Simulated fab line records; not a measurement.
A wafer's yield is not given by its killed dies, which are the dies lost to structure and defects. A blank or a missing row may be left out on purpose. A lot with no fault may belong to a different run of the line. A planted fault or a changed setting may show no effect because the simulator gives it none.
One fault seen from 2 desks    flow berkeley_cmos170    each desk has only its own numbers; what lay behind them comes last

== TOOL OWNER'S DESK, rie_si-02 ==
The tool's own readings at UCB170_GATE_ETCH_15 (etches poly-Si in HBr/Cl2, stops on SiO2, time 56.3 s, target depth 278.2 nm): means of the sampled wafers that have a number, for each lot that ran on this tool. Marked OUT: a lot whose mean sits more than 4 standard deviations from the usual mean, which makes it out of limits; the brackets give that distance.
Columns: A = chamber_pressure_mTorr at UCB170_GATE_ETCH_15, usual 15.000 mTorr; B = drypump_motor_current_A at UCB170_GATE_ETCH_15, usual 5.9 A; C = oes_product_au at UCB170_GATE_ETCH_15, usual 0.830 a.u.; D = run_length_s at UCB170_GATE_ETCH_15, usual 84.6 s; E = throttle_valve_pct at UCB170_GATE_ETCH_15, usual 26.49 %
lot   first seen here  A       B    C                D               E
L748  day 7 12:34      15.000  5.9  0.835            85.1            26.58
L756  day 8 20:43      14.987  6.1  1.001 (+17) OUT  62.4 (-39) OUT  26.53
L757  day 8 21:24      14.995  6.3  1.012 (+18) OUT  62.4 (-39) OUT  26.30
This desk finds L756, L757 out of limits, L756 being first, at day 8 20:43 (oes_product_au at UCB170_GATE_ETCH_15). Within limits: L748.

== METROLOGY DESK ==
What the gauges read for every lot (on any tool): the sampled wafers with a number, averaged. Marked OUT: a lot whose mean sits more than 4 standard deviations from the usual mean, which makes it out of limits; the brackets give that distance.
Columns: A = SILICIDE_TI_RS at UCB170_SILICIDE_RS_MEAS_02, usual 26.1 ohm/sq; B = cd_nm at UCB170_M2_CD_MEAS_90, usual 700.3 nm
lot   first seen here  A     B
L749  day 8 08:41      26.2  697.9
L748  day 8 10:17      26.6  701.8
L751  day 8 19:04      26.5  697.2
L750  day 8 19:50      26.3  702.1
L754  day 8 21:57      26.1  701.8
L760  day 10 08:08     25.9  703.3
L761  day 10 08:25     25.6  699.1
L764  day 11 08:46     26.6  699.4
L766  day 12 00:35     26.2  699.7
L767  day 12 01:01     25.6  699.9
L769  day 12 13:31     26.0  698.8
L771  day 13 01:18     26.0  702.0
This desk found nothing out of limits on any of the 12 lots.

== TAKEN TOGETHER ==
An alarm could have come from the tool owner's desk at day 8 20:43, on L756, L757.
From the metrology desk's view, nothing was out of limits.
The metrology desk has no number on record for L756, L757.
Of the lots named, all ran UCB170_GATE_ETCH_15 on rie_si-02.

== WHAT THE SIMULATOR HAD INSERTED ==
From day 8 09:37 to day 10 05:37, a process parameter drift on rie_si-02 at UCB170_GATE_ETCH_15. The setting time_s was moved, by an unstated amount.
Struck lots among those shown: L756, L757.
Delay in hours, fault start to first out-of-limits reading, by desk: the tool owner's desk at 11.
